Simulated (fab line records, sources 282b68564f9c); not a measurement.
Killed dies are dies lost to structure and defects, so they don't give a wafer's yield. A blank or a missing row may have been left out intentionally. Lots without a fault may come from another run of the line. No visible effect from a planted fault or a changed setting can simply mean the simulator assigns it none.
Which tool was responsible? | flow rit_cmos | 16 lots with 48 wafers sampled at 2 steps, on a route of 202 steps

WHAT THE GAUGES SHOWED, per wafer
RIT_NLDD_OVL_MEAS_06. Usual: NLDD_OVL gives 0.1 nm (standard deviation 1.2).
lot  | measured    | on         | NLDD_OVL (nm)  | flag
L340 | day 2 23:09 | overlay-01 | -0.1 -0.9 -1.1 |
L341 | day 3 01:02 | overlay-01 | -1.0 -1.0 -0.4 |
L342 | day 3 09:05 | overlay-01 | 1.0 1.1 1.9    |
L343 | day 3 15:29 | overlay-01 | 1.0 1.3 -0.5   |
L344 | day 3 22:46 | overlay-01 | 0.8 1.2 1.0    |
L345 | day 4 00:45 | overlay-02 | 0.3 -2.1 -1.1  |
L346 | day 4 01:50 | overlay-01 | -0.4 -1.4 2.1  |
L347 | day 4 05:22 | overlay-01 | 0.4 1.4 1.9    |
L348 | day 4 09:48 | overlay-01 | -0.4 -0.4 0.4  |
L352 | day 5 06:10 | overlay-01 | - - -          | OFF
L353 | day 5 10:11 | overlay-02 | - - -          | OFF
L354 | day 5 16:59 | overlay-01 | - - -          | OFF
L355 | day 5 21:28 | overlay-01 | - - -          | OFF
L356 | day 6 02:26 | overlay-01 | -2.1 -1.1 -1.4 |
L359 | day 6 16:57 | overlay-01 | 1.7 -0.1 1.7   |
L362 | day 7 08:53 | overlay-02 | 1.1 -1.8 0.3   |

EACH LOT AND THE TOOL THAT RAN IT (in order: tool; ch and the chambers of the sampled wafers; start)
lot  | RIT_NLDD_EXPOSE_03
L340 | iline_stepper-01 ch 0, day 2 22:47
L341 | iline_stepper-01 ch 0, day 3 00:38
L342 | iline_stepper-02 ch 0, day 3 08:35
L343 | iline_stepper-01 ch 0, day 3 15:05
L344 | iline_stepper-01 ch 0, day 3 22:23
L345 | iline_stepper-02 ch 0, day 4 00:22
L346 | iline_stepper-02 ch 0, day 4 01:28
L347 | iline_stepper-01 ch 0, day 4 04:47
L348 | iline_stepper-01 ch 0, day 4 09:24
L352 | iline_stepper-02 ch 0, day 5 05:46
L353 | iline_stepper-02 ch 0, day 5 09:49
L354 | iline_stepper-02 ch 0, day 5 16:35
L355 | iline_stepper-02 ch 0, day 5 21:05
L356 | iline_stepper-01 ch 0, day 6 02:03
L359 | iline_stepper-01 ch 0, day 6 16:33
L362 | iline_stepper-01 ch 0, day 7 08:29
- RIT_NLDD_EXPOSE_03: exposes mask M7, target cd 40700 nm.

AS READ BY THE TOOLS THEMSELVES (means over the sampled wafers that have a number; for cases with no such wafer, the mark the record gives instead)
RIT_NLDD_EXPOSE_03. Usual: reticle_temp_C reads 22.98 C (standard deviation 0.093).
lot  | tool             | reticle_temp_C (C) | flag
L340 | iline_stepper-01 | 22.95              |
L341 | iline_stepper-01 | 22.91              |
L342 | iline_stepper-02 | 22.96              |
L343 | iline_stepper-01 | 22.98              |
L344 | iline_stepper-01 | 23.00              |
L345 | iline_stepper-02 | 23.02              |
L346 | iline_stepper-02 | 23.04              |
L347 | iline_stepper-01 | 22.85              |
L348 | iline_stepper-01 | 23.05              |
L352 | iline_stepper-02 | 23.02              |
L353 | iline_stepper-02 | 22.92              |
L354 | iline_stepper-02 | 22.98              |
L355 | iline_stepper-02 | 22.97              |
L356 | iline_stepper-01 | 22.91              |
L359 | iline_stepper-01 | 22.96              |
L362 | iline_stepper-01 | 22.99              |

THE ANSWER, worked out from the rows above alone
Rule: a lot counts as off when the mean over its wafers that have a number is more than 3 standard deviations away from the usual mean. Also off: a lot with no number at a reading for which 4 or more lots have one. Any other lot the step has rows for is counted as sound. After the gauges, taken in route order, come the tools' own readings; for these a lot's mean is taken, as printed above. The first step at which some lot is off is used, and at that step the reading that is off furthest; a lot without a number counts as furthest.
Off: L352, L353, L354, L355, at RIT_NLDD_OVL_MEAS_06 (NLDD_OVL). Without a number there: L352, L353, L354, L355.
If a tool, at a process step before that reading, ran all the lots that are off and no sound lot after the first of them, it fits. Gauges at RIT_NLDD_OVL_MEAS_06: tried the same way as those tools. One candidate fits, namely iline_stepper-02 at RIT_NLDD_EXPOSE_03. A fault onset in the window from L346 (day 4 01:28, its last sound lot) to L352 (day 5 05:46, its first lot off) fits.

WHAT THE SIMULATOR PUT IN
Scanner matching overlay: iline_stepper-02, from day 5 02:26 on, at RIT_NLDD_EXPOSE_03. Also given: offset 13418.
Lots struck among those shown: L352, L353, L354, L355. This agrees with what the rule above found.
